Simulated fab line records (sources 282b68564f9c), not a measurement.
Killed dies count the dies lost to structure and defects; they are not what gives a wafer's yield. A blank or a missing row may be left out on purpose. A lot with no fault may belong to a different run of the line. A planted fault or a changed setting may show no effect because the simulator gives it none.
8D (eight disciplines) problem report, filled in by code | flow ritCmos | the parts of the form that need people (team, actions taken, sign-off) are left out

1. THE PROBLEM
Mean ACTIVE_OXIDE_THK at RIT_ACTIVE_THK_MEAS_02: 54.8 nm over 9 wafers in 3 lots; fault-free wafers: 47.0 nm, standard deviation 0.94. That puts it +8.3 standard deviations away from the usual mean.
First seen on wafer L470.1, day 3 05:28, on filmMetro-01. Wafers with a number at this step in the record: 45, from 15 lots. The rule behind "out" and "out of limits": a value lying over 4 standard deviations away from the usual mean. The other wafers with a number count as sound.

2. WHAT THIS IS AND IS NOT
question                    | is                         | is not
which readings at this step | ACTIVE_OXIDE_THK           | -
which lots                  | L470, L471, L472           | L462, L463, L464, L465, L466, L467, L468, L469, L477, L478, L484, L485
which wafers of those lots  | all that have a number     | -
read on which gauges        | filmMetro-01, filmMetro-02 | filmMetro-04
when                        | from day 3 05:28           | up to then (24 sound wafers); but 12 sound wafers of L477, L478, L484, L485 came after

3. WHAT RULES OUT EACH SUSPECT
Counting: a tool stays on the suspect list if, at a process step up to the reading, it processed all lots that are out and no sound lot following the first of them.
- the gauge at RIT_ACTIVE_THK_MEAS_02 is ruled out. The wafers that are out were read on 2 gauges (filmMetro-01, filmMetro-02).
- furnace-04 at RIT_ACTIVE_OXIDATION_01 (target thk 46.8 nm, ox time 3360 s): ruled out as a lasting fault. Sound lots L484 ran on it after its first lot that is out, L470 (day 3 03:32).
Left after counting: nothing in the record.

4. THE CAUSE (what the simulator had put in)
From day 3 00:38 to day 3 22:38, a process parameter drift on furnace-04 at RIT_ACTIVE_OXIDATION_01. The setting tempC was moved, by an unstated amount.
Counting ruled it out, wrongly: the rule takes a fault to strike every lot that its tool runs from its start on, and this one did not.

5. THE EFFECT CHAIN, in route order
Each row: a reading where the mean over the struck wafers with a number is more than 3 standard deviations away from the usual. Only readings for which the record gives a usual standard deviation are gone through. hours: the time from each lot's start at the first step in this table that gives one to its start at this step, as a median over the lots. sigmas: the change in usual standard deviations.
hours | step                    | reading                | usual    | on struck wafers | change | sigmas
0     | RIT_ACTIVE_OXIDATION_01 | spikeTcCentreC         | 1001.8 C | 1016.8           | +15.0  | +15
0     | RIT_ACTIVE_OXIDATION_01 | spikeTcLoadC           | 1029.9 C | 1044.5           | +14.6  | +11
0     | RIT_ACTIVE_OXIDATION_01 | spikeTcSourceC         | 1022.9 C | 1038.2           | +15.3  | +11
0     | RIT_ACTIVE_OXIDATION_01 | tubeCenterTempC        | 999.99 C | 1014.98          | +14.99 | +99 or more
0     | RIT_ACTIVE_OXIDATION_01 | tube_center_temp_C_max | 1002.5   | 1017.5           | +15.0  | +34
0     | RIT_ACTIVE_OXIDATION_01 | zonePowerSourcePct     | 34.1 %   | 35.8             | +1.7   | +3.4
2     | RIT_ACTIVE_THK_MEAS_02  | ACTIVE_OXIDE_THK       | 47.0 nm  | 54.8             | +7.8   | +8.3
Its process steps:
- RIT_ACTIVE_OXIDATION_01: target thk 46.8 nm, ox time 3360 s.
Later steps that measure or inspect, where all struck wafers having a row at the step show a number for every such reading and not one has moved that far: RIT_NRETRO_TW_MEAS_10, RIT_CONTACT_CD_MEAS_08.

6. HOW IT WOULD HAVE BEEN CAUGHT EARLIER
Counted from the fault's start at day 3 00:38, it took 5 hours until the first out-of-limits reading at a measuring or inspecting step in this record, taken at day 3 05:28.
At RIT_ACTIVE_OXIDATION_01, the tool's own readings (spikeTcCentreC, spikeTcLoadC, spikeTcSourceC, tubeCenterTempC, tube_center_temp_C_max) were out on each struck wafer the step has a row for, so an alarm limit on them would have fired on the first such wafer.
